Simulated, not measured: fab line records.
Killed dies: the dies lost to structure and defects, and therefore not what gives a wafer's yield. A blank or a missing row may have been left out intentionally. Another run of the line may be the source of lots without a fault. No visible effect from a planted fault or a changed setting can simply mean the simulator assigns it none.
Which tool is to blame? :: flow rit cmos :: 15 lots with 45 wafers sampled at 2 steps, on a route of 202 steps

== WHAT THE GAUGES SHOWED, per wafer ==
Not one reading of a measure or inspect step in the record can be checked against a usual standard deviation.

== EACH LOT AND THE TOOL THAT RAN IT (in order: tool; ch and the chambers of the sampled wafers; start) ==
lot: L224
RIT_PSD_STRIP_09: plasma asher-01 ch 0,1, day 3 05:10
RIT_M1_PROBE_99: -

lot: L226
RIT_PSD_STRIP_09: plasma asher-01 ch 0,1, day 3 17:07
RIT_M1_PROBE_99: -

lot: L227
RIT_PSD_STRIP_09: plasma asher-03 ch 0,1, day 3 19:59
RIT_M1_PROBE_99: -

lot: L228
RIT_PSD_STRIP_09: plasma asher-01 ch 0,1, day 3 23:44
RIT_M1_PROBE_99: -

lot: L229
RIT_PSD_STRIP_09: plasma asher-01 ch 0, day 4 03:53
RIT_M1_PROBE_99: -

lot: L230
RIT_PSD_STRIP_09: plasma asher-03 ch 0,1, day 4 08:08
RIT_M1_PROBE_99: -

lot: L235
RIT_PSD_STRIP_09: plasma asher-03 ch 0,1, day 5 09:53
RIT_M1_PROBE_99: prober-02, day 5 18:38

lot: L237
RIT_PSD_STRIP_09: plasma asher-03 ch 0,1, day 5 21:34
RIT_M1_PROBE_99: prober-02, day 6 05:43

lot: L239
RIT_PSD_STRIP_09: plasma asher-03 ch 0,1, day 6 07:08
RIT_M1_PROBE_99: prober-02, day 6 15:25

lot: L240
RIT_PSD_STRIP_09: plasma asher-02 ch 0,1, day 6 12:41
RIT_M1_PROBE_99: -

lot: L241
RIT_PSD_STRIP_09: plasma asher-02 ch 0,1, day 6 15:51
RIT_M1_PROBE_99: -

lot: L242
RIT_PSD_STRIP_09: plasma asher-01 ch 0,1, day 7 00:31
RIT_M1_PROBE_99: -

lot: L244
RIT_PSD_STRIP_09: plasma asher-01 ch 0,1, day 7 10:00
RIT_M1_PROBE_99: -

lot: L246
RIT_PSD_STRIP_09: plasma asher-01 ch 0,1, day 7 21:36
RIT_M1_PROBE_99: -

lot: L247
RIT_PSD_STRIP_09: plasma asher-02 ch 0,1, day 8 02:02
RIT_M1_PROBE_99: -
- RIT_PSD_STRIP_09: strips in O2, time 180 s.
- RIT_M1_PROBE_99

== WHAT THE TOOLS THEMSELVES READ (means of the sampled wafers that have a number; where no wafer has one, the mark that the record gives instead) ==
RIT_PSD_STRIP_09.
lot: L224
tool: plasma asher-01
drypump motor current A (A): 5.4

lot: L226
tool: plasma asher-01
drypump motor current A (A): 5.8

lot: L227
tool: plasma asher-03
drypump motor current A (A): 5.3

lot: L228
tool: plasma asher-01
drypump motor current A (A): 5.4

lot: L229
tool: plasma asher-01
drypump motor current A (A): 6.1

lot: L230
tool: plasma asher-03
drypump motor current A (A): 5.3

lot: L235
tool: plasma asher-03
drypump motor current A (A): 5.3

lot: L237
tool: plasma asher-03
drypump motor current A (A): 5.3

lot: L239
tool: plasma asher-03
drypump motor current A (A): 5.3

lot: L240
tool: plasma asher-02
drypump motor current A (A): 5.5

lot: L241
tool: plasma asher-02
drypump motor current A (A): 5.9

lot: L242
tool: plasma asher-01
drypump motor current A (A): 5.4

lot: L244
tool: plasma asher-01
drypump motor current A (A): 5.8

lot: L246
tool: plasma asher-01
drypump motor current A (A): 5.8

lot: L247
tool: plasma asher-02
drypump motor current A (A): 5.9

RIT_M1_PROBE_99.
lot: L235
tool: prober-02
killed at contacts: 0.3
killed at front end: 43
killed dies: 44
killed on rim: 8.0
killed open: 3.3
killed short: 2.0

lot: L237
tool: prober-02
killed at contacts: 0.7
killed at front end: 44
killed dies: 45
killed on rim: 8.3
killed open: 3.3
killed short: 5.3

lot: L239
tool: prober-02
killed at contacts: 0.0
killed at front end: 46
killed dies: 46
killed on rim: 8.0
killed open: 4.0
killed short: 2.0

== THE ANSWER, worked out from the rows above alone ==
Rule: usual is defined by the lots themselves. Put in order of their means at a reading, lots are off if they are a third of the lots or fewer, leave a main group of 4 or more, and stand apart from it by a gap of 3 or more times the standard deviation of the main group's means; of several such gaps the widest counts. The tables above print the reading to a certain number of digits; a main group whose means all agree to those digits is not used. A lot without any number at a reading at which 4 lots or more have one is off too. The other lots that the step has rows for count as sound. First the gauges in route order, then the tools' own readings, where a lot's mean is used as printed above. The first step at which some lot is off is used, and at that step the reading that is off furthest; a lot without a number counts as furthest.
None of the lots is off at any reading shown; this tells nothing.

== WHAT THE SIMULATOR HAD PUT IN ==
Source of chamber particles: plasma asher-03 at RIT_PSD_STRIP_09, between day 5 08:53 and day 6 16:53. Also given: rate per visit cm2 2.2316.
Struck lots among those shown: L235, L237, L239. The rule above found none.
